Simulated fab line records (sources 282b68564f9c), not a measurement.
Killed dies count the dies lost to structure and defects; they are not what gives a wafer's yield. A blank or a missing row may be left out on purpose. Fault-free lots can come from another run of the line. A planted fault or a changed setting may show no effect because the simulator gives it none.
fab line records    flow rit-cmos
[record] lots = 14  wafers = 42  last-day = 7
route steps=202 shown NRETRO@63 REOX@100 M1@202
lots with no fault: from the same line, run without faults
start-h: hours from the record's first day to the start of the lot's first wafer shown    wait-h: how many hours have passed since the lot's step before this one    " identical to the entry in the row above    L1.1+2: one row covering several wafers at once    - no value present, or no start provided    * or withheld: withheld    < > ~ a bound
route shown NAME@n: a module of which the file shows steps, and the number in the route of the first    usual: mean/standard deviation taken from wafers without a fault    same: alike in all rows    chamber/n: place in a boat    sites: per-site readings    _std_site: the values' standard deviation    _edge_site: mean of outer sites minus mean of inner sites    radius-mm: for every site, how far away it sits from the centre of the wafer    mask NAME#n: copy n    behind: the most recent tool/chamber to have shaped the wafer    hold: cause of the lot's hold/its duration in hours/its outcome    device: names the non-switching transistor (n, p or np)    end of line: tests run on the same wafers once the route is complete    where a step has no rows: the recipe by itself    killed: not the wafer's yield, but the dies lost to structure and defects at the first sort    map: per-die view of a wafer (x killed, . not killed, _ where there is no die)
set.NAME: the setting as run; set.NAME@STEP: as run at that earlier step    model.NAME: the simulator's own value behind a step, which no gauge read
route steps across a sampled set of lots; one table per step, one row per wafer
services: the hour from which a tool's chamber was out of use, counted from the record's first day as start-h (under 0 if before that day), plus the number of hours and why
[[steps]]
[step RIT_NRETRO_TW_MEAS_10]
[usual] NRETRO_TW = 1040/7.5
lot.wafer  tool           chamber  start-h  wait-h  NRETRO_TW
L921.2     film-metro-01  -        30.00    0.1     1050
L921.4     "              -        "        "       1045
L921.5     "              -        "        "       1047
L922.3     film-metro-01  -        34.47    0.1     1045
L922.5     "              -        "        "       1043
L922.6     "              -        "        "       1046
L923.1     film-metro-03  -        40.32    0.1     1058
L923.4     "              -        "        "       1054
L923.5     "              -        "        "       1062
L924.1     film-metro-02  -        45.24    0.1     1048
L924.3     "              -        "        "       1042
L924.6     "              -        "        "       1041
L925.2     film-metro-03  -        50.26    0.1     1043
L925.5     "              -        "        "       1042
L925.6     "              -        "        "       1044
L926.3     film-metro-02  -        55.29    0.1     1032
L926.4     "              -        "        "       1032
L926.6     "              -        "        "       1031
L927.1     film-metro-01  -        59.49    0.1     1032
L927.4     "              -        "        "       1035
L927.6     "              -        "        "       1028
L928.3     film-metro-03  -        65.13    0.1     1041
L928.4     "              -        "        "       1047
L928.5     "              -        "        "       1050
L929.2     film-metro-03  -        70.08    0.1     1043
L929.3     "              -        "        "       1043
L929.4     "              -        "        "       1043
L930.1     film-metro-02  -        75.81    0.1     1034
L930.2     "              -        "        "       1031
L930.5     "              -        "        "       1033
L934.2     film-metro-01  -        95.40    0.1     1036
L934.4     "              -        "        "       1034
L934.6     "              -        "        "       1038
L938.1     film-metro-01  -        114.83   0.1     1035
L938.2     "              -        "        "       1046
L938.6     "              -        "        "       1039
L941.3     film-metro-02  -        132.68   0.1     1033
L941.4     "              -        "        "       1036
L941.6     "              -        "        "       1031
L943.1     film-metro-02  -        141.71   0.1     1033
L943.2     "              -        "        "       1040
L943.6     "              -        "        "       1035
[step RIT_REOX_CLEAN_02]
[recipe] chemistry = SC2  mix = 3:3:50  time-s = 600  temp-c = 75  dry = n2-spin
[usual] run-length-s = 627/3.2  temp-c = 74.99/0.11
lot.wafer  tool          chamber  start-h  wait-h  run-length-s  temp-c
L921.2     wet-bench-02  3        37.02    0.0     624           75.11
L921.4     "             3        "        "       624           74.96
L921.5     "             3        "        "       624           75.19
L922.3     wet-bench-03  2        42.08    0.0     626           74.85
L922.5     "             2        "        "       626           75.05
L922.6     "             2        "        "       626           75.08
L923.1     wet-bench-03  2        48.33    0.0     625           75.18
L923.4     "             2        "        "       625           75.07
L923.5     "             2        "        "       625           75.09
L924.1     wet-bench-03  3        52.64    0.0     625           74.95
L924.3     "             3        "        "       625           75.00
L924.6     "             3        "        "       625           74.90
L925.2     wet-bench-04  1        59.17    0.0     625           75.06
L925.5     "             1        "        "       625           74.87
L925.6     "             1        "        "       625           75.08
L926.3     wet-bench-03  3        63.00    0.0     626           74.83
L926.4     "             3        "        "       626           74.92
L926.6     "             3        "        "       626           74.96
L927.1     wet-bench-02  1        66.43    0.0     625           74.76
L927.4     "             1        "        "       625           75.05
L927.6     "             1        "        "       625           74.92
L928.3     wet-bench-04  2        72.59    0.0     634           75.07
L928.4     "             2        "        "       634           75.12
L928.5     "             2        "        "       634           75.26
L929.2     wet-bench-03  1        78.53    0.0     628           75.09
L929.3     "             1        "        "       628           74.89
L929.4     "             1        "        "       628           75.19
L930.1     wet-bench-03  3        83.00    0.0     624           74.86
L930.2     "             3        "        "       624           75.06
L930.5     "             3        "        "       624           74.85
L934.2     wet-bench-03  3        102.45   0.0     449           74.86
L934.4     "             3        "        "       449           74.99
L934.6     "             3        "        "       449           75.17
L938.1     wet-bench-03  2        122.01   0.0     451           74.88
L938.2     "             2        "        "       451           74.88
L938.6     "             2        "        "       451           74.99
L941.3     wet-bench-04  2        143.42   0.0     634           75.00
L941.4     "             2        "        "       634           75.09
L941.6     "             2        "        "       634           74.86
L943.1     wet-bench-02  0        149.06   0.0     627           74.96
L943.2     "             0        "        "       627           75.02
L943.6     "             0        "        "       627           75.01
[step RIT_M1_PROBE_99]
[usual] killed_at_M0_to_M3 = 0.0/0.16  killed-at-contacts = 0.1/0.25  killed-at-front-end = 7/3.1  killed-dies = 7/3.1  killed-open = 3.6/2  killed-short = 3.5/2
[same] gross-dies = 264  killed_at_M4_up = 0  killed-at-back-side = 0  killed-at-other = 0
lot.wafer  tool       chamber  start-h  wait-h  killed_at_M0_to_M3  killed-at-contacts  killed-at-front-end  killed-dies  killed-open  killed-short
L921.2     prober-02  -        56.40    0.1     0                   0                   4                    4            2            2
L921.4     prober-02  -        56.50    0.2     0                   0                   4                    4            3            1
L921.5     prober-02  -        56.55    0.2     0                   0                   8                    8            4            4
L922.3     prober-01  -        61.49    0.2     1                   0                   5                    6            4            2
L922.5     prober-01  -        61.59    0.2     0                   0                   4                    4            2            2
L922.6     prober-01  -        61.64    0.2     0                   0                   4                    4            3            1
L923.1     prober-02  -        67.67    0.1     0                   1                   2                    3            1            2
L923.4     prober-02  -        67.82    0.2     0                   0                   5                    5            4            1
L923.5     prober-02  -        67.87    0.2     0                   0                   2                    2            0            2
L924.1     prober-01  -        73.44    0.1     0                   0                   8                    8            5            3
L924.3     prober-01  -        73.54    0.2     0                   0                   10                   10           5            5
L924.6     prober-01  -        73.69    0.2     0                   0                   9                    9            5            4
L925.2     prober-02  -        78.35    0.1     0                   0                   8                    8            5            3
L925.5     prober-02  -        78.50    0.2     0                   0                   11                   11           7            4
L925.6     prober-02  -        78.55    0.2     0                   0                   7                    7            1            6
L926.3     prober-01  -        83.54    0.2     0                   0                   11                   11           3            8
L926.4     prober-01  -        83.59    0.2     0                   0                   9                    9            6            3
L926.6     prober-01  -        83.69    0.2     0                   0                   8                    8            3            5
L927.1     prober-02  -        86.29    0.1     0                   0                   5                    5            3            2
L927.4     prober-02  -        86.44    0.2     0                   0                   5                    5            2            3
L927.6     prober-02  -        86.54    0.2     0                   0                   12                   12           5            7
L928.3     prober-01  -        92.65    0.2     0                   0                   5                    5            3            2
L928.4     prober-01  -        92.70    0.2     0                   1                   4                    5            0            5
L928.5     prober-01  -        92.75    0.2     0                   0                   6                    6            1            5
L929.2     prober-02  -        97.82    0.1     0                   0                   8                    8            4            4
L929.3     prober-02  -        97.87    0.2     0                   0                   19                   19           9            10
L929.4     prober-02  -        97.92    0.2     0                   0                   7                    7            5            2
L930.1     prober-01  -        102.52   0.1     0                   0                   7                    7            3            4
L930.2     prober-01  -        102.57   0.1     0                   0                   5                    5            4            1
L930.5     prober-01  -        102.72   0.2     0                   0                   14                   14           8            6
L934.2     prober-01  -        123.18   0.1     0                   0                   8                    8            4            4
L934.4     prober-01  -        123.28   0.2     0                   0                   9                    9            5            4
L934.6     prober-01  -        123.38   0.2     0                   0                   6                    6            3            3
L938.1     prober-01  -        142.72   0.1     0                   0                   9                    9            5            4
L938.2     prober-01  -        142.77   0.1     0                   0                   5                    5            3            2
L938.6     prober-01  -        142.97   0.2     0                   0                   11                   11           6            5
L941.3     prober-02  -        163.66   0.2     0                   0                   8                    8            6            2
L941.4     prober-02  -        163.71   0.2     0                   1                   4                    5            2            3
L941.6     prober-02  -        163.81   0.2     0                   0                   8                    8            3            5
L943.1     prober-02  -        168.17   0.1     0                   0                   3                    3            1            2
L943.2     prober-02  -        168.22   0.1     0                   0                   6                    6            4            2
L943.6     prober-02  -        168.42   0.2     0                   0                   3                    3            2            1
// killed by level:class
L921.2 REOX:geometric-particle:short=2 GATE:geometric-particle:open=1 SPACER:geometric-particle:open=1
L921.4 FOX1:geometric-particle:open=2 FOX1:geometric-particle:short=1 GATE:geometric-particle:open=1
L921.5 GATE:geometric-particle:open=2 REOX:geometric-particle:short=2 FOX1:geometric-particle:open=1 FOX1:geometric-particle:short=1 REOX:geometric-particle:open=1 SPACER:geometric-particle:short=1
L922.3 FOX1:geometric-particle:open=1 GATE:geometric-particle:open=1 REOX:geometric-particle:open=1 SPACER:geometric-particle:open=1 SPACER:geometric-particle:short=1 M1:geometric-particle:short=1
L922.5 REOX:geometric-particle:open=2 FOX1:geometric-particle:short=1 REOX:geometric-particle:short=1
L922.6 FOX1:geometric-particle:short=1 FOX1:geometric-particle:open=1 FOX2:geometric-particle:open=1 GATE:geometric-particle:open=1
L923.1 REOX:geometric-particle:open=1 SILICIDE:geometric-particle:short=1 CONTACT:geometric-particle:short=1
L923.4 FOX1:geometric-particle:open=1 FOX2:geometric-particle:open=1 REOX:geometric-particle:short=1 REOX:geometric-particle:open=1 SILICIDE:geometric-particle:open=1
L923.5 GATE:geometric-particle:short=1 SILICIDE:geometric-particle:short=1
L924.1 FOX1:geometric-particle:short=2 SPACER:geometric-particle:open=2 GATE:geometric-particle:open=1 REOX:geometric-particle:open=1 SPACER:geometric-particle:short=1 SILICIDE:geometric-particle:open=1
L924.3 SPACER:geometric-particle:short=3 SPACER:geometric-particle:open=2 FOX1:geometric-particle:open=1 GATE:geometric-particle:short=1 REOX:geometric-particle:open=1 REOX:geometric-particle:short=1 SILICIDE:geometric-particle:open=1
L924.6 GATE:geometric-particle:open=3 SPACER:geometric-particle:open=2 FOX1:geometric-particle:short=1 GATE:geometric-particle:short=1 REOX:geometric-particle:short=1 SPACER:geometric-particle:short=1
L925.2 GATE:geometric-particle:open=2 SILICIDE:geometric-particle:short=2 SILICIDE:geometric-particle:open=2 REOX:geometric-particle:open=1 SPACER:geometric-particle:short=1
L925.5 GATE:geometric-particle:open=3 REOX:geometric-particle:open=2 FOX1:geometric-particle:short=1 GATE:geometric-particle:short=1 SPACER:geometric-particle:short=1 SPACER:geometric-particle:open=1 SILICIDE:geometric-particle:open=1 SILICIDE:geometric-particle:short=1
L925.6 REOX:geometric-particle:short=4 GATE:geometric-particle:short=1 REOX:geometric-particle:open=1 SILICIDE:geometric-particle:short=1
L926.3 REOX:geometric-particle:short=4 GATE:geometric-particle:short=3 FOX2:geometric-particle:short=1 GATE:geometric-particle:open=1 REOX:geometric-particle:open=1 SPACER:geometric-particle:open=1
L926.4 GATE:geometric-particle:open=3 REOX:geometric-particle:open=2 FOX2:geometric-particle:short=1 FOX2:geometric-particle:open=1 GATE:geometric-particle:short=1 REOX:geometric-particle:short=1
L926.6 REOX:geometric-particle:short=2 SILICIDE:geometric-particle:short=2 SPACER:geometric-particle:short=1 FOX2:geometric-particle:open=1 GATE:geometric-particle:open=1 REOX:geometric-particle:open=1
L927.1 FOX1:geometric-particle:short=2 SPACER:geometric-particle:open=2 FOX1:geometric-particle:open=1
L927.4 SPACER:geometric-particle:short=2 FOX1:geometric-particle:short=1 FOX2:geometric-particle:open=1 GATE:geometric-particle:open=1
L927.6 GATE:geometric-particle:open=4 GATE:geometric-particle:short=3 FOX1:geometric-particle:short=1 REOX:geometric-particle:short=1 SPACER:geometric-particle:short=1 SILICIDE:geometric-particle:short=1 SILICIDE:geometric-particle:open=1
L928.3 GATE:geometric-particle:short=2 GATE:geometric-particle:open=2 FOX2:geometric-particle:open=1
L928.4 FOX1:geometric-particle:short=1 FOX2:geometric-particle:short=1 GATE:geometric-particle:short=1 REOX:geometric-particle:short=1 CONTACT:geometric-particle:short=1
L928.5 GATE:geometric-particle:short=4 FOX1:geometric-particle:open=1 FOX1:geometric-particle:short=1
L929.2 FOX1:geometric-particle:open=2 GATE:geometric-particle:short=2 FOX1:geometric-particle:short=1 FOX2:geometric-particle:open=1 GATE:geometric-particle:open=1 SILICIDE:geometric-particle:short=1
L929.3 GATE:geometric-particle:short=4 FOX1:geometric-particle:short=3 FOX1:geometric-particle:open=3 GATE:geometric-particle:open=3 SPACER:geometric-particle:short=2 FOX2:geometric-particle:open=1 SPACER:geometric-particle:open=1 SILICIDE:geometric-particle:open=1
L929.4 GATE:geometric-particle:short=2 GATE:geometric-particle:open=2 FOX1:geometric-particle:open=1 FOX2:geometric-particle:open=1 SILICIDE:geometric-particle:open=1
L930.1 FOX1:geometric-particle:short=2 GATE:geometric-particle:open=2 FOX2:geometric-particle:short=1 FOX2:geometric-particle:open=1 GATE:geometric-particle:short=1
L930.2 GATE:geometric-particle:open=3 FOX2:geometric-particle:open=1 GATE:geometric-particle:short=1
L930.5 GATE:geometric-particle:short=3 GATE:geometric-particle:open=3 FOX2:geometric-particle:short=2 SILICIDE:geometric-particle:open=2 FOX1:geometric-particle:open=1 FOX2:geometric-particle:open=1 REOX:geometric-particle:open=1 SILICIDE:geometric-particle:short=1
L934.2 GATE:geometric-particle:short=2 GATE:geometric-particle:open=2 FOX1:geometric-particle:open=1 REOX:geometric-particle:short=1 SILICIDE:geometric-particle:short=1 SILICIDE:geometric-particle:open=1
L934.4 GATE:geometric-particle:open=2 REOX:geometric-particle:short=2 FOX1:geometric-particle:open=1 FOX2:geometric-particle:short=1 GATE:geometric-particle:short=1 REOX:geometric-particle:open=1 SILICIDE:geometric-particle:open=1
L934.6 GATE:geometric-particle:open=2 GATE:geometric-particle:short=1 REOX:geometric-particle:open=1 REOX:geometric-particle:short=1 SILICIDE:geometric-particle:short=1
L938.1 GATE:geometric-particle:open=3 REOX:geometric-particle:short=2 FOX1:geometric-particle:open=1 FOX2:geometric-particle:short=1 GATE:geometric-particle:short=1 SPACER:geometric-particle:open=1
L938.2 GATE:geometric-particle:open=3 FOX1:geometric-particle:short=1 GATE:geometric-particle:short=1
L938.6 GATE:geometric-particle:short=2 REOX:geometric-particle:open=2 SPACER:geometric-particle:open=2 GATE:geometric-particle:open=1 REOX:geometric-particle:short=1 SILICIDE:geometric-particle:short=1 SPACER:geometric-particle:short=1 SILICIDE:geometric-particle:open=1
L941.3 SPACER:geometric-particle:open=3 FOX1:geometric-particle:open=2 FOX1:geometric-particle:short=2 REOX:geometric-particle:open=1
L941.4 ACTIVE:geometric-particle:open=1 FOX1:geometric-particle:open=1 REOX:geometric-particle:short=1 SILICIDE:geometric-particle:short=1 CONTACT:geometric-particle:short=1
L941.6 FOX1:geometric-particle:open=2 SPACER:geometric-particle:short=2 FOX1:geometric-particle:short=1 GATE:geometric-particle:short=1 REOX:geometric-particle:short=1 SILICIDE:geometric-particle:open=1
L943.1 GATE:geometric-particle:open=1 GATE:geometric-particle:short=1 SILICIDE:geometric-particle:short=1
L943.2 GATE:geometric-particle:open=2 SILICIDE:geometric-particle:open=2 GATE:geometric-particle:short=1 SPACER:geometric-particle:short=1
L943.6 GATE:geometric-particle:open=1 GATE:geometric-particle:short=1 REOX:geometric-particle:open=1
[[services]]
tool          chamber  start-h  hours  kind
wet-bench-03  -        52.86    0.9    repair
[[key]]
[first-sign] step = RIT_REOX_CLEAN_02  reading = run-length-s  direction = down  sigmas = 55  usual = *  struck = *
effect none on later readings
met-at RIT_REOX_CLEAN_02
struck-lots L934,L938
tester-left-out L934,L938
not-acting-at RIT_NRETRO_TW_MEAS_10
onset-between 83.00 102.45
[fault] kind = process-parameter-drift  tool = wet-bench-03  chamber = -  onset-h = 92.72  steps = RIT_REOX_CLEAN_02  channel = time-s  offset = *  shape = step  end-h = 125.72  acts-in = *  stated = *
// tester-left-out: of these lots the tester's yield and bins aren't shown, on N5 and GAA mostly nor the transistor test; their killed dies are dies lost to structure and defects alone, not to doping, threshold or leakage, so they don't give the yield
